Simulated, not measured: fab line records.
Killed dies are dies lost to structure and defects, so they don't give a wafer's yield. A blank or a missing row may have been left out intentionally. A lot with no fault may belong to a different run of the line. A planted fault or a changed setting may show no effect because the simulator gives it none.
Which tool did it? || flow berkeley-cmos170 || 14 lots with 42 wafers sampled at 2 steps, on a route of 331 steps

WHAT EACH GAUGE READ, for each wafer
UCB170_GATE_CD_MEAS_12: the cd target is 350 nm.
{"lot": "L340", "measured": "day 6 12:29", "on": "cd-sem-02", "cd-nm (nm)": "349.3 347.9 348.4"}
{"lot": "L343", "measured": "day 6 14:59", "on": "cd-sem-01", "cd-nm (nm)": "350.2 350.4 350.0"}
{"lot": "L341", "measured": "day 6 15:17", "on": "cd-sem-01", "cd-nm (nm)": "351.0 353.1 353.2"}
{"lot": "L342", "measured": "day 6 16:59", "on": "cd-sem-02", "cd-nm (nm)": "347.9 349.6 349.0"}
{"lot": "L345", "measured": "day 7 16:48", "on": "cd-sem-02", "cd-nm (nm)": "349.9 348.7 349.4"}
{"lot": "L347", "measured": "day 7 18:29", "on": "cd-sem-01", "cd-nm (nm)": "356.1 357.3 355.5"}
{"lot": "L344", "measured": "day 7 18:44", "on": "cd-sem-02", "cd-nm (nm)": "350.4 351.1 350.2"}
{"lot": "L350", "measured": "day 8 13:59", "on": "cd-sem-01", "cd-nm (nm)": "349.8 349.9 350.5"}
{"lot": "L349", "measured": "day 8 14:17", "on": "cd-sem-01", "cd-nm (nm)": "349.5 348.1 347.5"}
{"lot": "L353", "measured": "day 9 05:04", "on": "cd-sem-02", "cd-nm (nm)": "356.4 355.9 356.2"}
{"lot": "L354", "measured": "day 9 05:29", "on": "cd-sem-01", "cd-nm (nm)": "350.7 351.9 351.3"}
{"lot": "L359", "measured": "day 10 00:06", "on": "cd-sem-01", "cd-nm (nm)": "350.8 351.6 352.5"}
{"lot": "L357", "measured": "day 10 00:17", "on": "cd-sem-01", "cd-nm (nm)": "346.6 347.6 347.3"}
{"lot": "L361", "measured": "day 10 16:59", "on": "cd-sem-01", "cd-nm (nm)": "348.3 348.7 349.7"}

WHAT TOOL EACH LOT RAN ON (gives the tool, then ch and the chambers of the sampled wafers, and finally the start)
{"lot": "L340", "UCB170_GATE_PEB_10": "litho-track-03 ch 0, day 6 12:13"}
{"lot": "L343", "UCB170_GATE_PEB_10": "litho-track-04 ch 0, day 6 14:43"}
{"lot": "L341", "UCB170_GATE_PEB_10": "litho-track-04 ch 0, day 6 15:01"}
{"lot": "L342", "UCB170_GATE_PEB_10": "litho-track-04 ch 0, day 6 16:43"}
{"lot": "L345", "UCB170_GATE_PEB_10": "litho-track-03 ch 0, day 7 16:32"}
{"lot": "L347", "UCB170_GATE_PEB_10": "litho-track-03 ch 0, day 7 18:13"}
{"lot": "L344", "UCB170_GATE_PEB_10": "litho-track-04 ch 0, day 7 18:28"}
{"lot": "L350", "UCB170_GATE_PEB_10": "litho-track-04 ch 0, day 8 13:43"}
{"lot": "L349", "UCB170_GATE_PEB_10": "litho-track-04 ch 0, day 8 14:01"}
{"lot": "L353", "UCB170_GATE_PEB_10": "litho-track-03 ch 0, day 9 04:48"}
{"lot": "L354", "UCB170_GATE_PEB_10": "litho-track-04 ch 0, day 9 05:13"}
{"lot": "L359", "UCB170_GATE_PEB_10": "litho-track-04 ch 0, day 9 23:50"}
{"lot": "L357", "UCB170_GATE_PEB_10": "litho-track-01 ch 0, day 10 00:00"}
{"lot": "L361", "UCB170_GATE_PEB_10": "litho-track-04 ch 0, day 10 16:44"}
- UCB170_GATE_PEB_10

AS READ BY THE TOOLS THEMSELVES (means over the sampled wafers that have a number; for cases with no such wafer, the mark the record gives instead)
UCB170_GATE_PEB_10.
{"lot": "L340", "tool": "litho-track-03", "heater-power-total-W (W)": 56.75}
{"lot": "L343", "tool": "litho-track-04", "heater-power-total-W (W)": 56.83}
{"lot": "L341", "tool": "litho-track-04", "heater-power-total-W (W)": 56.82}
{"lot": "L342", "tool": "litho-track-04", "heater-power-total-W (W)": 56.84}
{"lot": "L345", "tool": "litho-track-03", "heater-power-total-W (W)": 56.79}
{"lot": "L347", "tool": "litho-track-03", "heater-power-total-W (W)": 58.30}
{"lot": "L344", "tool": "litho-track-04", "heater-power-total-W (W)": 56.81}
{"lot": "L350", "tool": "litho-track-04", "heater-power-total-W (W)": 56.81}
{"lot": "L349", "tool": "litho-track-04", "heater-power-total-W (W)": 56.79}
{"lot": "L353", "tool": "litho-track-03", "heater-power-total-W (W)": 58.29}
{"lot": "L354", "tool": "litho-track-04", "heater-power-total-W (W)": 56.82}
{"lot": "L359", "tool": "litho-track-04", "heater-power-total-W (W)": 56.79}
{"lot": "L357", "tool": "litho-track-01", "heater-power-total-W (W)": 56.85}
{"lot": "L361", "tool": "litho-track-04", "heater-power-total-W (W)": 56.84}

THE ANSWER, worked out from the rows above alone
Rule: what is usual is taken from the lots themselves. The widest of any qualifying gaps counts: lots, ordered by their means at a reading, are off when they make up no more than a third of the lots, leave a main group of 4 or more, and stand apart from it by 3 or more times the standard deviation of that group's means. Not used: any main group whose means are identical at the precision the tables above print for the reading. A lot without any number at a reading at which 4 lots or more have one is off too. The other lots that the step has rows for count as sound. The gauges are gone through in route order, then the tools' own readings, and for those a lot's mean is taken as printed above. At the first step where some lot is off, the reading lying furthest off is the one used; lots without a number count as furthest.
Off: L347, L353, at UCB170_GATE_PEB_10 (heater-power-total-W). For the main group the mean is 56.81 W and the standard deviation 0.027.
A tool fits if, at that step or a process step before it, it ran every lot that is off, and no sound lot after the first of them. One fits: UCB170_GATE_PEB_10 on litho-track-03. Its last sound lot is L345 (day 7 16:32), its first lot that is off L347 (day 7 18:13): a fault that began between those two fits.
The tool's own readings at UCB170_GATE_PEB_10 bear it out: on the lots that are off they differ by more than 5 times the standard deviation of the sound lots' means. heater-power-total-W reads 58.30 W there against 56.81 W on the sound lots.

WHAT THE SIMULATOR PUT IN
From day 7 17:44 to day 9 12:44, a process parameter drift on litho-track-03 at UCB170_GATE_PEB_10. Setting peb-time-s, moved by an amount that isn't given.
Lots struck among those shown: L347, L353. The same result came from the rule above.
